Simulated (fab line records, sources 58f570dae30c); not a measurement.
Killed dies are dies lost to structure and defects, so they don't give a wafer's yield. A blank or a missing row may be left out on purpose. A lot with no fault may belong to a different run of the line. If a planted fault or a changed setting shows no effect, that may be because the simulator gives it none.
A single fault, viewed from 2 desks | flow berkeley cmos170 | every desk sees just its own numbers, and what lay behind them comes last

== METROLOGY DESK ==
What the gauges read for every lot (on any tool): the sampled wafers with a number, averaged. A lot is out of limits, marked OUT, if its mean lies more than 4 standard deviations from the usual mean; the brackets give that distance.
Columns: A = V1_BOW at UCB170_V1_BOW_MEAS_03, usual 18 um; B = V1_POLISHED_THK at UCB170_V1_THK_MEAS_04, usual 1000.3 nm; C = cd nm at UCB170_V1_CD_MEAS_12, usual 699.8 nm; D = V1_OVL at UCB170_V1_OVL_MEAS_13, usual 0 nm; E = cd nm at UCB170_V1_CD_MEAS_90, usual 699.5 nm
lot  | first seen here | A  | B      | C     | D  | E
L142 | day 8 08:52     | 25 | 998.8  | 700.1 | -2 | 699.9
L143 | day 8 20:26     | 21 | 999.0  | 700.2 | 7  | 700.0
L154 | day 11 13:29    | 21 | 1000.1 | 700.1 | -5 | 707.0 (+5.4) OUT
L156 | day 11 14:53    | 18 | 1000.8 | 700.3 | -2 | 704.3
L155 | day 11 19:37    | 12 | 1000.8 | 701.7 | 4  | 701.8
L163 | day 14 10:32    | 18 | 1000.8 | 699.3 | -3 | 699.2
This desk's finding: out of limits on L154; first on L154, day 11 15:56 (cd nm at UCB170_V1_CD_MEAS_90). In limits: L142, L143, L156, L155, L163.

== THE TOOL OWNER'S DESK: rie diel-02 ==
The tool's own readings at UCB170_V1_ETCH_14 (etches SiO2 in CHF3/CF4/Ar, stops on Al, target depth 1250 nm, time 291 s): means of the sampled wafers that have a number, for each lot that ran on this tool. A lot is out of limits, marked OUT, if its mean lies more than 4 standard deviations from the usual mean; the brackets give that distance.
Columns: A = drypump motor current A at UCB170_V1_ETCH_14, usual 5.8 A; B = oes product au at UCB170_V1_ETCH_14, usual 0.873 a.u.; C = rf fwd power W at UCB170_V1_ETCH_14, usual 698.5 W; D = throttle valve pct at UCB170_V1_ETCH_14, usual 6.96 %
lot  | first seen here | A   | B     | C                       | D
L143 | day 8 22:07     | 6.0 | 0.866 | 697.9                   | 6.98
L154 | day 11 15:37    | 5.5 | 0.867 | 980.4 (+99 or more) OUT | 6.93
L156 | day 11 16:13    | 5.8 | 0.869 | 884.0 (+81) OUT         | 6.94
This desk's finding: out of limits on L154, L156; first on L154, day 11 15:37 (rf fwd power W at UCB170_V1_ETCH_14). In limits: L143.

== TAKEN TOGETHER ==
On L154, L156, at day 11 15:37, an alarm was possible from the tool owner's desk.
An alarm was possible from the metrology desk at day 11 15:56, on L154.
The metrology desk holds a record of L156, inside its limits.
On rie diel-02, each named lot ran UCB170_V1_ETCH_14.

== WHAT THE SIMULATOR PUT IN ==
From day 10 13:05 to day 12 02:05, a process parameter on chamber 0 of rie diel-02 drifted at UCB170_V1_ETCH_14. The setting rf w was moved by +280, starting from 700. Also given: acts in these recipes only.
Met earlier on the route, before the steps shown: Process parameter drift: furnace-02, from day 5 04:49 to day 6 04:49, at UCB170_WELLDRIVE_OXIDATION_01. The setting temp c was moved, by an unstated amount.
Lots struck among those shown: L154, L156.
Hours from the fault's start to each desk's first reading out of limits: the tool owner's desk, 27; the metrology desk, 27.
